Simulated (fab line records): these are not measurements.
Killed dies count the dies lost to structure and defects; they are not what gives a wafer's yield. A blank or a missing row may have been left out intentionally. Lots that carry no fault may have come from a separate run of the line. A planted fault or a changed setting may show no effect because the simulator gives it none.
fab line records -- flow ritCmos
record: lots: 6, wafers: 18, lastDay: 7
route steps=202 shown GATE@93 REOX@98 NLDD@103 M1@202
lots untouched by any fault: they come from a run of this same line in which no faults occurred
startH: hours from the record's first day to the start of the lot's first wafer shown -- waitH: hours elapsed since this lot's preceding step -- " same as the row above -- L1.1+2: one row covering several wafers at once -- - either no value or no given start -- * or withheld: withheld -- < > ~ a bound
route shown NAME@n: names a module that has steps shown in the file, with the first one's number in the route -- usual: mean/standard deviation of fault-free wafers -- same: alike in all rows -- chamber/n: place in a boat -- sites: per-site readings -- _std_site: standard deviation across them -- _edge_site: the outer-site mean with the inner-site mean subtracted -- radiusMm: how far each site lies from the wafer's centre -- mask NAME#n: copy n -- behind: the tool/chamber that last shaped the wafer -- hold: reason for holding the lot/hours on hold/outcome of the hold -- device: whichever transistor did not switch (one of n, p or np) -- end of line: tests run on the same wafers once the route is complete -- where a step has no rows: the recipe by itself -- killed: not the wafer's yield, but the dies lost to structure and defects at the first sort -- map: per-die view of a wafer (x killed, . not killed, _ where there is no die)
set.NAME: the setting that was run; set.NAME@STEP: the one run at that earlier step -- model.NAME: the simulator's own value behind a step, which no gauge read
a table for each step, a row for each wafer; lots at some steps of the route
services: from which hour (startH, from the record's first day; less than 0 if before it) a tool's chamber was out of use, for how many hours, and why
== steps ==
step: RIT_GATE_OVL_MEAS_17
usual: GATE_OVL: 0.2/1.4
lot.wafer,tool,chamber,startH,waitH,GATE_OVL[nm]
L400.1,overlay-01,-,45.68,0.1,0.3
L400.4,overlay-01,-,45.68,0.1,4.7
L400.5,overlay-01,-,45.68,0.1,1.1
L407.1,overlay-02,-,84.02,0.1,1.3
L407.3,overlay-02,-,84.02,0.1,-1.5
L407.5,overlay-02,-,84.02,0.1,0.2
L410.3,overlay-02,-,97.94,0.1,2.8
L410.4,overlay-02,-,97.94,0.1,-0.2
L410.6,overlay-02,-,97.94,0.1,2.2
L411.1,overlay-01,-,110.08,0.1,0.6
L411.2,overlay-01,-,110.08,0.1,0.4
L411.3,overlay-01,-,110.08,0.1,0.8
L420.2,overlay-01,-,143.75,0.1,1.4
L420.4,overlay-01,-,143.75,0.1,-0.9
L420.5,overlay-01,-,143.75,0.1,-0.1
L421.3,overlay-02,-,150.72,0.1,-0.8
L421.4,overlay-02,-,150.72,0.1,0.4
L421.5,overlay-02,-,150.72,0.1,1.2
step: RIT_GATE_HARDBAKE_18
recipe: resist: NOVOLAK, tempC: 140, timeS: 60
step: RIT_GATE_ETCH_19
recipe: chemistry: SF6/CHF3/O2, timeS: 165, SF6_flow_sccm: 30, CHF3_flow_sccm: 30, O2_flow_sccm: 5, target: poly-Si, pressureMtorr: 40, rfW: 160, targetDepthA: 3125, overEtchFrac: 0.2648, stopOn: SiO2
usual: drypumpMotorCurrentA: 5.5/0.41, oesProductAu: 0.848/0.016, rfFwdPowerW: 159.4/0.48, throttleValvePct: 10.20/0.15
same: timeS: 165
lot.wafer,tool,chamber,startH,waitH,drypumpMotorCurrentA,oesProductAu,rfFwdPowerW,rfHoursCounterH,throttleValvePct
L400.1,rieSi-01,3,45.86,0.1,4.9,0.872,158.8,80,9.97
L400.4,rieSi-01,3,45.86,0.1,4.9,0.865,159.3,-,9.93
L400.5,rieSi-01,1,45.86,0.1,6.0,0.853,159.3,-,10.19
L407.1,rieSi-01,3,84.21,0.1,4.9,0.877,160.0,80,9.95
L407.3,rieSi-01,1,84.21,0.1,6.0,0.847,159.4,1,10.18
L407.5,rieSi-01,0,84.21,0.1,5.3,0.871,159.0,-,10.39
L410.3,rieSi-02,2,98.11,0.1,6.0,0.848,159.4,19,10.31
L410.4,rieSi-02,0,98.11,0.1,5.1,0.841,159.5,132,10.11
L410.6,rieSi-02,2,98.11,0.1,6.0,0.826,159.2,-,10.33
L411.1,rieSi-01,0,110.27,0.1,5.3,0.868,159.3,53,10.40
L411.2,rieSi-01,3,110.27,0.1,4.9,0.859,159.5,81,9.95
L411.3,rieSi-01,1,110.27,0.1,6.0,0.839,159.1,1,10.17
L420.2,rieSi-02,0,143.93,0.1,5.1,0.837,159.4,132,10.11
L420.4,rieSi-02,2,143.93,0.1,6.0,0.841,159.3,19,10.31
L420.5,rieSi-02,0,143.93,0.1,5.1,0.837,159.1,-,10.12
L421.3,rieSi-01,3,150.89,0.1,4.9,0.860,159.4,81,9.94
L421.4,rieSi-01,2,150.89,0.1,5.4,0.821,159.5,0,10.19
L421.5,rieSi-01,0,150.89,0.1,5.3,0.871,159.5,-,10.37
step: RIT_GATE_STRIP_20
recipe: chemistry: O2, timeS: 180, resist: NOVOLAK, platenTempC: withheld, powerW: 500, pressureMtorr: 4000, o2FlowSccm: 4000
usual: drypumpMotorCurrentA: 5.84/0.22
same: timeS: 180
lot.wafer,tool,chamber,startH,waitH,drypumpMotorCurrentA,rfHoursCounterH
L400.1,plasmaAsher-01,0,45.97,0.1,5.68,41
L400.4,plasmaAsher-01,0,45.97,0.1,5.66,-
L400.5,plasmaAsher-01,0,45.97,0.1,5.65,-
L407.1,plasmaAsher-02,1,84.32,0.1,5.65,31
L407.3,plasmaAsher-02,1,84.32,0.1,5.65,-
L407.5,plasmaAsher-02,0,84.32,0.1,5.59,-
L410.3,plasmaAsher-03,1,98.28,0.1,6.08,-
L410.4,plasmaAsher-03,0,98.28,0.1,6.14,-
L410.6,plasmaAsher-03,0,98.28,0.1,6.14,-
L411.1,plasmaAsher-01,1,110.38,0.1,5.76,48
L411.2,plasmaAsher-01,0,110.38,0.1,5.66,48
L411.3,plasmaAsher-01,1,110.38,0.1,5.78,-
L420.2,plasmaAsher-02,0,144.04,0.1,5.57,36
L420.4,plasmaAsher-02,0,144.04,0.1,5.57,-
L420.5,plasmaAsher-02,0,144.04,0.1,5.60,-
L421.3,plasmaAsher-03,0,151.06,0.1,6.14,-
L421.4,plasmaAsher-03,1,151.06,0.1,6.11,-
L421.5,plasmaAsher-03,0,151.06,0.1,6.13,-
step: RIT_GATE_CD_MEAS_90
recipe: targetCdNm: 150
usual: cdNm: 148.6/2.5
lot.wafer,tool,chamber,startH,waitH,cdNm
L400.1,cdSem-01,-,46.15,0.1,150.0
L400.4,cdSem-01,-,46.15,0.1,152.4
L400.5,cdSem-01,-,46.15,0.1,150.5
L407.1,cdSem-01,-,84.49,0.1,145.0
L407.3,cdSem-01,-,84.49,0.1,147.4
L407.5,cdSem-01,-,84.49,0.1,145.9
L410.3,cdSem-02,-,98.43,0.1,146.2
L410.4,cdSem-02,-,98.43,0.1,148.4
L410.6,cdSem-02,-,98.43,0.1,147.7
L411.1,cdSem-02,-,110.55,0.1,148.0
L411.2,cdSem-02,-,110.55,0.1,147.1
L411.3,cdSem-02,-,110.55,0.1,147.2
L420.2,cdSem-02,-,144.23,0.1,146.5
L420.4,cdSem-02,-,144.23,0.1,144.0
L420.5,cdSem-02,-,144.23,0.1,146.1
L421.3,cdSem-02,-,151.22,0.1,147.6
L421.4,cdSem-02,-,151.22,0.1,148.5
L421.5,cdSem-02,-,151.22,0.1,145.9
step: RIT_REOX_CLEAN_00
recipe: chemistry: SC1, mix: 3:3:50, timeS: 600, tempC: 75
step: RIT_REOX_CLEAN_01
recipe: chemistry: dHF, dilution: 50:1, timeS: 30
step: RIT_REOX_CLEAN_02
recipe: chemistry: SC2, mix: 3:3:50, timeS: 600, tempC: 75, dry: n2Spin
step: RIT_REOX_OXIDATION_03
recipe: tempC: 900, ambient: O2, targetThkA: 252, oxTimeS: 5580
step: RIT_REOX_THK_MEAS_04
recipe: reads: SiO2_of_REOX_OXIDATION_03
usual: REOX_OXIDE_THK: 25.2/0.53
lot.wafer,tool,chamber,startH,waitH,REOX_OXIDE_THK[nm]
L400.1,filmMetro-02,-,49.19,0.0,24.5
L400.4,filmMetro-02,-,49.19,0.0,25.0
L400.5,filmMetro-02,-,49.19,0.0,24.5
L407.1,filmMetro-02,-,88.82,0.0,26.6
L407.3,filmMetro-02,-,88.82,0.0,27.1
L407.5,filmMetro-02,-,88.82,0.0,27.0
L410.3,filmMetro-02,-,102.00,0.0,25.4
L410.4,filmMetro-02,-,102.00,0.0,25.6
L410.6,filmMetro-02,-,102.00,0.0,24.8
L411.1,filmMetro-02,-,115.25,0.0,24.7
L411.2,filmMetro-02,-,115.25,0.0,24.4
L411.3,filmMetro-02,-,115.25,0.0,24.8
L420.2,filmMetro-02,-,147.63,0.0,25.0
L420.4,filmMetro-02,-,147.63,0.0,24.9
L420.5,filmMetro-02,-,147.63,0.0,24.9
L421.3,filmMetro-02,-,155.17,0.0,25.5
L421.4,filmMetro-02,-,155.17,0.0,25.1
L421.5,filmMetro-02,-,155.17,0.0,25.2
step: RIT_NLDD_HMDS_00
recipe: primeTimeS: 60, primeTempC: 140
step: RIT_NLDD_COAT_01
recipe: resist: NOVOLAK, spinRpm: 3250, resistThkNm: 1000
step: RIT_NLDD_SOFTBAKE_02
recipe: resist: NOVOLAK, tempC: 90, timeS: 60
usual: heaterPowerTotalW: 34.56/0.052, plateTempC: 90.00/0.11, resistLineTempC: 23.00/0.11
same: timeS: 60
lot.wafer,tool,chamber,startH,waitH,heaterPowerTotalW,plateTempC,resistLineTempC
L400.1,lithoTrack-04,0,49.55,0.1,34.60,90.10,22.92
L400.4,lithoTrack-04,0,49.55,0.1,34.61,89.86,22.76
L400.5,lithoTrack-04,0,49.55,0.1,34.57,90.16,22.90
L407.1,lithoTrack-01,0,89.18,0.1,34.58,90.04,22.94
L407.3,lithoTrack-01,0,89.18,0.1,34.45,89.97,23.03
L407.5,lithoTrack-01,0,89.18,0.1,34.56,90.07,22.94
L410.3,lithoTrack-04,0,102.39,0.1,35.25,91.28,22.96
L410.4,lithoTrack-04,0,102.39,0.1,35.27,91.40,22.85
L410.6,lithoTrack-04,0,102.39,0.1,35.25,91.34,22.79
L411.1,lithoTrack-04,0,115.61,0.1,35.28,91.19,22.90
L411.2,lithoTrack-04,0,115.61,0.1,35.20,91.13,22.96
L411.3,lithoTrack-04,0,115.61,0.1,35.18,91.18,22.82
L420.2,lithoTrack-01,0,148.01,0.1,34.44,89.83,22.97
L420.4,lithoTrack-01,0,148.01,0.1,34.59,90.00,23.02
L420.5,lithoTrack-01,0,148.01,0.1,34.66,90.11,22.98
L421.3,lithoTrack-01,0,155.67,0.1,34.51,90.11,22.81
L421.4,lithoTrack-01,0,155.67,0.1,34.52,90.32,22.87
L421.5,lithoTrack-01,0,155.67,0.1,34.44,90.14,23.03
step: RIT_NLDD_EXPOSE_03
recipe: maskId: M7, na: 0.57, targetCdNm: 40700, doseMj: 250
step: RIT_M1_PROBE_99
usual: killedAtContacts: 0.0/0.18, killedAtFrontEnd: 7/3.4, killedDies: 7/3.4, killedOpen: 3.7/2.2, killedShort: 3.6/2.2
same: grossDies: 264, killed_at_M0_to_M3: 0, killed_at_M4_up: 0, killedAtBackSide: 0, killedAtOther: 0
lot.wafer,tool,chamber,startH,waitH,killedAtContacts,killedAtFrontEnd,killedDies,killedOpen,killedShort
L400.1,prober-01,-,65.86,0.1,0,4,4,1,3
L400.4,prober-01,-,66.01,0.2,0,7,7,3,4
L400.5,prober-01,-,66.06,0.2,0,7,7,6,1
L407.1,prober-02,-,105.11,0.1,0,7,7,2,3
L407.3,prober-02,-,105.21,0.2,0,3,3,2,1
L407.5,prober-02,-,105.31,0.2,0,1,1,1,0
L410.3,prober-01,-,118.70,0.2,0,13,13,7,6
L410.4,prober-01,-,118.75,0.2,0,9,9,6,3
L410.6,prober-01,-,118.85,0.2,0,10,10,6,4
L411.1,prober-02,-,131.71,0.1,0,8,8,4,4
L411.2,prober-02,-,131.76,0.1,0,6,6,3,3
L411.3,prober-02,-,131.81,0.2,0,8,8,4,4
L420.2,prober-01,-,164.11,0.1,0,9,9,5,4
L420.4,prober-01,-,164.21,0.2,1,13,14,6,8
L420.5,prober-01,-,164.26,0.2,0,6,6,2,4
L421.3,prober-02,-,171.66,0.2,0,4,4,3,1
L421.4,prober-02,-,171.71,0.2,0,6,6,4,2
L421.5,prober-02,-,171.76,0.2,0,3,3,1,2
killed by level:class
L400.1 FOX1:geometricParticle:short=1 GATE:geometricParticle:short=1 SILICIDE:geometricParticle:open=1 SILICIDE:geometricParticle:short=1
L400.4 REOX:geometricParticle:short=2 FOX1:geometricParticle:open=1 FOX1:geometricParticle:short=1 FOX2:geometricParticle:open=1 GATE:geometricParticle:short=1 REOX:geometricParticle:open=1
L400.5 GATE:geometricParticle:open=3 FOX1:geometricParticle:open=2 SILICIDE:geometricParticle:open=1 SILICIDE:geometricParticle:short=1
L407.1 NSD:coatMicrobubblePrinted=2 FOX1:geometricParticle:short=1 FOX2:geometricParticle:short=1 GATE:geometricParticle:short=1 SPACER:geometricParticle:open=1 SILICIDE:geometricParticle:open=1
L407.3 GATE:geometricParticle:open=1 REOX:geometricParticle:short=1 SPACER:geometricParticle:open=1
L407.5 REOX:geometricParticle:open=1
L410.3 GATE:geometricParticle:short=5 FOX1:geometricParticle:open=3 GATE:geometricParticle:open=3 SILICIDE:geometricParticle:short=1 SILICIDE:geometricParticle:open=1
L410.4 GATE:geometricParticle:open=3 REOX:geometricParticle:open=2 FOX1:geometricParticle:open=1 GATE:geometricParticle:short=1 REOX:geometricParticle:short=1 SILICIDE:geometricParticle:short=1
L410.6 FOX1:geometricParticle:open=2 FOX1:geometricParticle:short=1 FOX2:geometricParticle:open=1 GATE:geometricParticle:short=1 GATE:geometricParticle:open=1 REOX:geometricParticle:short=1 REOX:geometricParticle:open=1 SPACER:geometricParticle:open=1
L411.1 FOX1:geometricParticle:short=1 FOX1:geometricParticle:open=1 FOX2:geometricParticle:open=1 GATE:geometricParticle:short=1 REOX:geometricParticle:open=1 SPACER:geometricParticle:short=1 SPACER:geometricParticle:open=1 SILICIDE:geometricParticle:short=1
L411.2 SPACER:geometricParticle:open=2 ACTIVE:geometricParticle:short=1 GATE:geometricParticle:short=1 GATE:geometricParticle:open=1 SPACER:geometricParticle:short=1
L411.3 FOX1:geometricParticle:open=2 FOX1:geometricParticle:short=1 FOX2:geometricParticle:short=1 FOX2:geometricParticle:open=1 REOX:geometricParticle:open=1 SPACER:geometricParticle:short=1 SILICIDE:geometricParticle:short=1
L420.2 GATE:geometricParticle:open=3 GATE:geometricParticle:short=2 FOX1:geometricParticle:short=1 FOX2:geometricParticle:open=1 SPACER:geometricParticle:open=1 SPACER:geometricParticle:short=1
L420.4 SPACER:geometricParticle:short=4 FOX2:geometricParticle:short=2 SPACER:geometricParticle:open=2 SILICIDE:geometricParticle:open=2 GATE:geometricParticle:short=1 GATE:geometricParticle:open=1 SILICIDE:geometricParticle:short=1 CONTACT:geometricParticle:open=1
L420.5 FOX1:geometricParticle:open=1 FOX2:geometricParticle:short=1 GATE:geometricParticle:short=1 GATE:geometricParticle:open=1 SPACER:geometricParticle:short=1 SILICIDE:geometricParticle:short=1
L421.3 SILICIDE:geometricParticle:open=2 GATE:geometricParticle:open=1 GATE:geometricParticle:short=1
L421.4 GATE:geometricParticle:open=2 SPACER:geometricParticle:open=2 FOX1:geometricParticle:short=1 SILICIDE:geometricParticle:short=1
L421.5 FOX2:geometricParticle:short=1 GATE:geometricParticle:open=1 GATE:geometricParticle:short=1
== services ==
tool,chamber,startH,hours,kind
plasmaAsher-03,-,23.76,2.9,repair
rieSi-01,0,43.27,16.0,repair
rieSi-02,3,45.28,4.2,repair
rieSi-02,-,71.34,2.1,repair
rieSi-02,-,82.28,2.0,repair
plasmaAsher-02,-,104.47,14.6,pm
rieSi-02,3,115.77,10.7,repair
rieSi-01,2,127.05,-,clean
rieSi-01,2,127.05,17.7,scheduledDown
rieSi-01,2,127.05,17.7,ventCycle
rieSi-02,3,155.61,4.8,repair
== key ==
firstSign: step: RIT_NLDD_SOFTBAKE_02, reading: heaterPowerTotalW, direction: up, sigmas: 13, usual: 34.56, struck: 35.24
effect: step: RIT_NLDD_SOFTBAKE_02, reading: plateTempC, direction: up, sigmas: 11, usual: *, struck: *
metAt RIT_NLDD_SOFTBAKE_02
struckWafers L410.3,L410.4,L410.6,L411.1,L411.2,L411.3
testerLeftOut L410,L411
onsetBetween 49.55 102.39
fault: kind: processParameterDrift, tool: lithoTrack-04, chamber: -, onsetH: 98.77, steps: RIT_NLDD_SOFTBAKE_02, channel: tempC, offset: *, shape: step, endH: 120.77, actsIn: *, stated: *
testerLeftOut: of these lots the tester's yield and bins aren't shown, on N5 and GAA mostly nor the transistor test; their killed dies are dies lost to structure and defects alone, not to doping, threshold or leakage, so they don't give the yield
